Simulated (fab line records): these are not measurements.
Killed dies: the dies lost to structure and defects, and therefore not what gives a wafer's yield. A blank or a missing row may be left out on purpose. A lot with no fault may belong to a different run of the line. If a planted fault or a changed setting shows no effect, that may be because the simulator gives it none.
fab line records | flow rit-cmos
record lots=14 wafers=42 last-day=7
route steps=202 shown REOX@101 M1@202
lots with no fault: from the same line, run without faults
start-h: the number of hours between the record's first day and the start of the first shown wafer of the lot | wait-h: hours from the lot's prior step to this one | " repeats the value in the row above | L1.1+2: a row that stands for several wafers | - no value, or no start given | * or withheld: withheld | < > ~ a bound
route shown NAME@n: a module of which the file shows steps, and the number in the route of the first | usual: mean and standard deviation over wafers with no fault | same: alike in all rows | chamber/n: place in a boat | sites: per-site readings | _std_site: standard deviation across them | _edge_site: mean of outer sites minus mean of inner sites | radius-mm: for every site, how far away it sits from the centre of the wafer | mask NAME#n: copy n | behind: the last tool/chamber to shape the wafer | hold: reason for holding the lot/hours on hold/outcome of the hold | device: transistor that didn't switch, given as n, p or np | end of line: the route-end tests of the same wafers | step lacking rows: just its recipe | killed: count of dies lost to structure and defects at first sort (not the wafer's yield) | map: the dies of a wafer, with x for killed, . for not killed, _ for no die there
set.NAME: setting as actually run; set.NAME@STEP: the setting as run at that earlier step | model.NAME: the simulator's own value behind a step, which no gauge read
the route's steps for a sample of lots (tables are steps, rows are wafers)
services: when a tool's chamber went out of use (start-h, in hours from the record's first day, below 0 if earlier), for how many hours, and the reason
## steps
# step RIT_REOX_OXIDATION_03
# recipe temp-c=900 ambient=O2 target-thk-a=252 ox-time-s=5580
# usual spike-tc-centre-C=901.7/1.2 spike-tc-load-C=925.2/2.2 spike-tc-source-C=924/3.3 tube-center-temp-C=900/0.083 tube_center_temp_C_max=902.3/0.38 zone-power-centre-pct=46/4.3
# columns lot.wafer tool chamber start-h wait-h spike-tc-centre-C spike-tc-load-C spike-tc-source-C tube-center-temp-C tube_center_temp_C_max zone-power-centre-pct
L959.1 furnace-02 0 44.98 0.0 901.0 924.3 924 900.12 902.1 50
L959.4 " 0 " " 898.7 923.1 921 899.96 902.7 51
L959.6 " 0 " " 901.9 923.0 924 900.01 902.0 51
L961.1 furnace-04 0 53.99 0.0 901.6 928.6 925 899.99 901.9 48
L961.4 " 0 " " 902.0 927.5 927 899.99 902.7 47
L961.6 " 0 " " 902.4 927.1 928 900.03 902.1 48
L964.1 furnace-01 0 69.16 0.0 900.0 922.8 921 900 901.9 41
L964.2 " 0 " " 902.5 923.7 920 899.95 901.9 41
L964.3 " 0 " " 902.3 925.1 919 900.07 901.9 40
L965.2 furnace-02 0 78.09 0.0 902.8 924.8 923 900 902.2 51
L965.3 " 0 " " 900.3 922.2 923 899.9 902.0 50
L965.4 " 0 " " 901.4 924.0 924 900.04 902.1 50
L966.1 furnace-04 0 80.07 0.0 900.2 927.0 929 899.97 902.3 48
L966.2 " 0 " " 903.1 928.0 928 900 901.9 49
L966.6 " 0 " " 902.3 927.4 926 899.85 902.0 48
L970.2 furnace-02 0 96.82 0.0 875.6 898.0 900 874.95 877.1 49
L970.4 " 0 " " 876.4 897.4 898 875.01 877.1 48
L970.5 " 0 " " 876.6 899.3 899 875.14 877.7 49
L971.4 furnace-02 0 103.99 0.0 875.2 900.5 898 874.94 877.9 49
L971.5 " 0 " " 873.6 897.7 898 874.96 877.2 49
L971.6 " 0 " " 876.0 897.7 900 874.93 877.0 49
L972.1 furnace-04 0 109.09 0.0 902.3 927.4 928 900.11 902.5 48
L972.2 " 0 " " 901.9 929.6 925 899.94 902.4 48
L972.3 " 0 " " 902.7 928.5 925 899.97 902.3 47
L973.1 furnace-01 0 112.68 0.7 902.8 923.2 921 899.9 902.3 41
L973.4 " 0 " " 901.9 925.0 921 900.12 902.7 40
L973.5 " 0 " " 902.2 921.8 921 900.05 902.1 41
L974.1 furnace-04 0 117.09 0.0 902.5 928.9 926 900.12 902.6 48
L974.2 " 0 " " 904.0 925.9 929 900 902.4 49
L974.4 " 0 " " 901.9 927.0 929 900.01 902.4 49
L975.1 furnace-04 0 122.68 0.2 901.8 928.8 927 900.01 901.8 48
L975.2 " 0 " " 901.6 928.7 925 900.08 902.1 48
L975.6 " 0 " " 902.2 927.7 927 900.08 902.5 49
L976.1 furnace-04 0 128.02 0.3 902.5 926.5 926 899.9 902.8 48
L976.3 " 0 " " 901.8 929.8 928 900.04 903.2 48
L976.4 " 0 " " 901.8 926.3 926 899.92 901.7 48
L977.1 furnace-04 0 133.38 0.1 902.2 926.4 928 900.08 901.7 49
L977.2 " 0 " " 904.2 928.3 927 900.04 902.2 49
L977.4 " 0 " " 903.8 927.2 929 900 902.4 48
L981.2 furnace-04 0 154.31 0.0 901.1 928.9 927 900.16 902.3 47
L981.3 " 0 " " 902.0 928.0 925 900.07 902.6 48
L981.4 " 0 " " 903.1 927.8 927 899.94 902.1 48
# step RIT_REOX_THK_MEAS_04
# recipe reads=SiO2_of_REOX_OXIDATION_03
# usual REOX_OXIDE_THK=25.3/0.52
# columns lot.wafer tool chamber start-h wait-h REOX_OXIDE_THK[nm]
L959.1 film-metro-04 - 47.53 0.0 25.0
L959.4 " - " " 25.4
L959.6 " - " " 25.0
L961.1 film-metro-04 - 56.54 0.0 25.4
L961.4 " - " " 25.6
L961.6 " - " " 25.5
L964.1 film-metro-03 - 71.71 0.0 24.8
L964.2 " - " " 25.4
L964.3 " - " " 24.8
L965.2 film-metro-01 - 80.65 0.0 25.5
L965.3 " - " " 25.2
L965.4 " - " " 25.8
L966.1 film-metro-01 - 82.62 0.0 25.1
L966.2 " - " " 25.2
L966.6 " - " " 25.2
L970.2 film-metro-03 - 99.38 0.0 19.7
L970.4 " - " " 19.5
L970.5 " - " " 19.9
L971.4 film-metro-04 - 106.57 0.0 18.9
L971.5 " - " " 19.0
L971.6 " - " " 18.8
L972.1 film-metro-04 - 111.64 0.0 25.9
L972.2 " - " " 26.4
L972.3 " - " " 26.2
L973.1 film-metro-01 - 115.23 0.0 24.9
L973.4 " - " " 25.0
L973.5 " - " " 24.9
L974.1 film-metro-04 - 119.64 0.0 24.9
L974.2 " - " " 24.8
L974.4 " - " " 25.1
L975.1 film-metro-01 - 125.23 0.0 25.5
L975.2 " - " " 25.4
L975.6 " - " " 24.9
L976.1 film-metro-01 - 130.57 0.0 24.8
L976.3 " - " " 24.7
L976.4 " - " " 24.6
L977.1 film-metro-04 - 135.93 0.0 24.7
L977.2 " - " " 24.6
L977.4 " - " " 24.2
L981.2 film-metro-04 - 156.87 0.0 24.3
L981.3 " - " " 24.2
L981.4 " - " " 24.2
# step RIT_M1_PROBE_99
# usual killed_at_M0_to_M3=0.0/0.14 killed-at-contacts=0.1/0.27 killed-at-front-end=7.2/2.9 killed-dies=7.3/2.9 killed-open=3.6/1.9 killed-short=3.8/1.9
# same gross-dies=264 killed_at_M4_up=0 killed-at-back-side=0 killed-at-other=0
# columns lot.wafer tool chamber start-h wait-h killed_at_M0_to_M3 killed-at-contacts killed-at-front-end killed-dies killed-open killed-short
L971.4 prober-02 - 122.95 0.2 0 0 5 5 2 3
L971.5 prober-02 - 123.00 0.2 0 0 8 8 4 4
L971.6 prober-02 - 123.05 0.2 0 0 5 5 2 3
L974.1 prober-01 - 137.55 0.1 0 0 7 7 3 4
L974.2 prober-01 - 137.60 0.1 0 0 7 7 1 6
# killed by level:class
L971.4 GATE:geometric-particle:short=1 REOX:geometric-particle:short=1 REOX:geometric-particle:open=1 SPACER:geometric-particle:open=1 SPACER:geometric-particle:short=1
L971.5 GATE:geometric-particle:short=4 GATE:geometric-particle:open=2 REOX:geometric-particle:open=1 SPACER:geometric-particle:open=1
L971.6 SILICIDE:geometric-particle:short=2 REOX:geometric-particle:short=1 SPACER:geometric-particle:open=1 SILICIDE:geometric-particle:open=1
L974.1 GATE:geometric-particle:short=2 ACTIVE:geometric-particle:short=1 GATE:geometric-particle:open=1 REOX:geometric-particle:open=1 REOX:geometric-particle:short=1 SPACER:geometric-particle:open=1
L974.2 GATE:geometric-particle:short=3 FOX1:geometric-particle:short=1 SPACER:geometric-particle:short=1 SPACER:geometric-particle:open=1 SILICIDE:geometric-particle:short=1
## services
# columns tool chamber start-h hours kind
furnace-04 - 36.10 3.3 pm
furnace-02 - 56.10 4.2 pm
furnace-04 - 56.54 5.5 pm
furnace-02 - 60.33 4.9 pm
furnace-01 - 132.64 3.9 pm
## key
first-sign step=RIT_REOX_OXIDATION_03 reading=tube-center-temp-C direction=down sigmas=99+ usual=* struck=*
effect step=RIT_REOX_OXIDATION_03 reading=tube_center_temp_C_max direction=down sigmas=66 usual=* struck=*
effect step=RIT_REOX_THK_MEAS_04 reading=REOX_OXIDE_THK direction=down sigmas=11 usual=25.3 struck=19.3
met-at RIT_REOX_OXIDATION_03
struck-lots L970,L971
tester-left-out L970,L971
onset-between 78.09 96.82
fault kind=process-parameter-drift tool=furnace-02 chamber=- onset-h=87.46 steps=RIT_REOX_OXIDATION_03 channel=temp-c offset=* shape=step end-h=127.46 acts-in=* stated=*
# tester-left-out: of these lots the tester's yield and bins aren't shown, on N5 and GAA mostly nor the transistor test; their killed dies are dies lost to structure and defects alone, not to doping, threshold or leakage, so they don't give the yield
